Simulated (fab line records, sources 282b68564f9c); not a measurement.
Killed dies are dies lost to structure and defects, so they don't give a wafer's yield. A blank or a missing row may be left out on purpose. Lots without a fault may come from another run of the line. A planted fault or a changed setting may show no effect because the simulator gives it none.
A struck lot beside a sound one | flow rit_cmos | 44 steps out of a route of 202
Sound: wafers L290.1, L290.3, L290.5. Struck: wafers L302.4, L302.5, L302.6. The cause comes at the end.
At each step with rows: each side's tool, then ch and its chambers, then its first start. Under that, the readings that differ: sound wafers | struck wafers | difference of the means | sigmas: that difference in standard deviations of wafers without a fault.
alike: readings whose means differ by less than 2 such deviations, and words and numbers that are the same on both sides. not compared: withheld readings, readings that some wafer has no value for, bounds like >300 that may hide the same value, and numbers for which the record gives no deviation and whose values overlap.
The two part at a step that has a row with sigmas, a row that says differs or no value, or rows on one side only. Numbers that don't overlap but have no deviation are shown without sigmas and don't part them. A reading that every wafer of one side lacks parts them only if that side has two wafers or more.

first, 1 step without rows for these wafers: RIT_PRETRO_IMPLANT_08.
RIT_PRETRO_STRIP_09: strips in O2, time 180 s.
  sound on plasma_asher-01 ch 0,1, day 2 15:16; struck on plasma_asher-03 ch 0,1, day 5 05:34
  alike: drypump_motor_current_A
  not compared: rf_hours_counter_h
RIT_PRETRO_TW_MEAS_10:
  sound on film_metro-01, day 2 15:26; struck on film_metro-01, day 5 05:43
  alike: PRETRO_TW
then, 5 steps without rows for these wafers: RIT_GATE_WET_ETCH_00 (etches SiO2 in BOE, target depth 56 nm, time 60 s); RIT_GATE_CLEAN_01 (cleans in SC1, time 600 s); RIT_GATE_CLEAN_02 (cleans in dHF, time 30 s); RIT_GATE_CLEAN_03 (cleans in SC2, time 600 s); RIT_GATE_CLEAN_04 (cleans in dHF, time 60 s).
RIT_FOX2_THK_MEAS_91:
  sound on film_metro-04, day 2 15:56; struck on film_metro-04, day 5 06:12
  alike: FIELD_OXIDE_LEFT_2_THK
then, 2 steps without rows for these wafers: RIT_GATE_OXIDATION_05 (target thk 3 nm, ox time 270 s); RIT_GATE_ANNEAL_06 (time 600 s).
RIT_GATE_THK_MEAS_07:
  sound on film_metro-04, day 2 18:02; struck on film_metro-01, day 5 07:35
  reading             | sound          | struck         | difference | sigmas
  GATE_OXIDE_THK (nm) | 3.10 3.05 3.06 | 2.90 2.86 2.91 | -0.18      | -3
RIT_GATE_CVD_08: deposits poly-Si from SiH4, target thk 250 nm, time 2220 s.
  sound on lpcvd-01 ch 0, day 2 18:55; struck on lpcvd-02 ch 1, day 5 07:44
  reading                                  | sound           | struck            | difference | sigmas
  model.poly-Si_of_GATE_CVD_08.thk_nm (nm) | 252.4 250.2 249 | 175.8 175.6 178.2 | -74.0      |
  alike: sih4_flow_sccm
RIT_GATE_THK_MEAS_09:
  sound on film_metro-04, day 2 20:32; struck on film_metro-04, day 5 09:36
  reading            | sound             | struck            | difference | sigmas
  GATE_POLY_THK (nm) | 252.3 250.3 249.1 | 175.7 175.5 178.2 | -74.1      | -32
  not compared: hold
then, 5 steps without rows for these wafers: RIT_GATE_COAT_11 (resist thk 833.8 nm); RIT_GATE_SOFTBAKE_12 (time 60 s); RIT_GATE_EXPOSE_13 (exposes mask M6, target cd 150 nm); RIT_GATE_PEB_14; RIT_GATE_DEVELOP_15 (develop time 50 s).
RIT_GATE_CD_MEAS_16: target cd 150 nm.
  sound on cd_sem-01, day 2 22:46; struck on cd_sem-02, day 5 14:39
  alike: cd_nm
RIT_GATE_OVL_MEAS_17:
  sound on overlay-01, day 2 22:53; struck on overlay-02, day 5 14:44
  alike: GATE_OVL
then, 1 step without rows for these wafers: RIT_GATE_HARDBAKE_18 (time 60 s).
RIT_GATE_ETCH_19: etches poly-Si in SF6/CHF3/O2, stops on SiO2, time 165 s, target depth 312.5 nm.
  sound on rie_si-02 ch 1,2, day 2 23:05; struck on rie_si-02 ch 0,1,2, day 5 14:57
  reading                          | sound             | struck            | difference | sigmas
  oes_product_au (a.u.)            | 0.837 0.831 0.834 | 0.665 0.687 0.663 | -0.162     | -15
  model.GATE.feature_depth_nm (nm) | 252.4 250.2 249   | 175.8 175.6 178.2 | -74.0      |
  model.etch.depth_nm (nm)         | 252.4 250.2 249   | 175.8 175.6 178.2 | -74.0      |
  alike: CHF3_flow_sccm, drypump_motor_current_A, throttle_valve_pct
  not compared: rf_hours_counter_h
RIT_GATE_STRIP_20: strips in O2, time 180 s.
  sound on plasma_asher-02 ch 0,1, day 2 23:11; struck on plasma_asher-03 ch 0,1, day 5 21:49
  alike: drypump_motor_current_A
  not compared: rf_hours_counter_h
RIT_GATE_CD_MEAS_90: target cd 150 nm.
  sound on cd_sem-02, day 2 23:22; struck on cd_sem-02, day 5 21:59
  alike: cd_nm
then, 3 steps without rows for these wafers: RIT_REOX_CLEAN_00 (cleans in SC1, time 600 s); RIT_REOX_CLEAN_01 (cleans in dHF, time 30 s); RIT_REOX_CLEAN_02 (cleans in SC2, time 600 s).
RIT_REOX_OXIDATION_03: target thk 25.2 nm, ox time 5580 s.
  sound on furnace-03 ch 0, day 2 23:53; struck on furnace-03 ch 0, day 5 22:46
  reading                                     | sound            | struck            | difference | sigmas
  model.SiO2_of_REOX_OXIDATION_03.thk_nm (nm) | 25.23 24.97 25.3 | 24.71 24.71 24.64 | -0.48      |
  alike: tube_center_temp_C_max
RIT_REOX_THK_MEAS_04:
  sound on film_metro-01, day 3 02:26; struck on film_metro-04, day 6 01:23
  alike: REOX_OXIDE_THK
then, 6 steps without rows for these wafers: RIT_NLDD_HMDS_00 (prime time 60 s); RIT_NLDD_COAT_01 (resist thk 1000 nm); RIT_NLDD_SOFTBAKE_02 (time 60 s); RIT_NLDD_EXPOSE_03 (exposes mask M7, target cd 40700 nm); RIT_NLDD_PEB_04; RIT_NLDD_DEVELOP_05 (develop time 50 s).
RIT_NLDD_OVL_MEAS_06:
  sound on overlay-02, day 3 03:20; struck on overlay-02, day 6 02:48
  alike: NLDD_OVL
then, 2 steps without rows for these wafers: RIT_NLDD_HARDBAKE_07 (time 60 s); RIT_NLDD_IMPLANT_08.
RIT_NLDD_STRIP_09: strips in O2, time 180 s.
  sound on plasma_asher-04 ch 0,1, day 3 03:41; struck on plasma_asher-04 ch 0,1, day 6 03:13
  alike: drypump_motor_current_A
  not compared: rf_hours_counter_h
RIT_NLDD_TW_MEAS_10:
  sound on film_metro-03, day 3 03:51; struck on film_metro-02, day 6 03:22
  alike: NLDD_TW
RIT_SPACER_CLEAN_00: cleans in SC1, time 600 s.
  sound on wet_bench-03 ch 3, day 3 05:20; struck on wet_bench-04 ch 3, day 6 04:56
  reading                                     | sound             | struck            | difference | sigmas
  model.SiO2_of_REOX_OXIDATION_03.thk_nm (nm) | 23.29 23.05 23.34 | 22.81 22.81 22.75 | -0.44      |
RIT_SDANNEAL_CLEAN_02: cleans in SC2, time 600 s.
  sound on wet_bench-03 ch 2, day 3 11:02; struck on wet_bench-01 ch 1, day 6 12:59
  reading                                  | sound             | struck            | difference | sigmas
  model.poly-Si_of_GATE_CVD_08.thk_nm (nm) | 165.5 163.3 161.8 | 86.83 89.07 91.01 | -74.56     |
RIT_M1_PROBE_99:
  the record has rows for the struck wafers here (prober-01, day 7 14:53) and none for the sound ones

WHERE THEY PART
First at RIT_GATE_THK_MEAS_07; last, within this record, at RIT_M1_PROBE_99.

WHY: what the simulator had put in
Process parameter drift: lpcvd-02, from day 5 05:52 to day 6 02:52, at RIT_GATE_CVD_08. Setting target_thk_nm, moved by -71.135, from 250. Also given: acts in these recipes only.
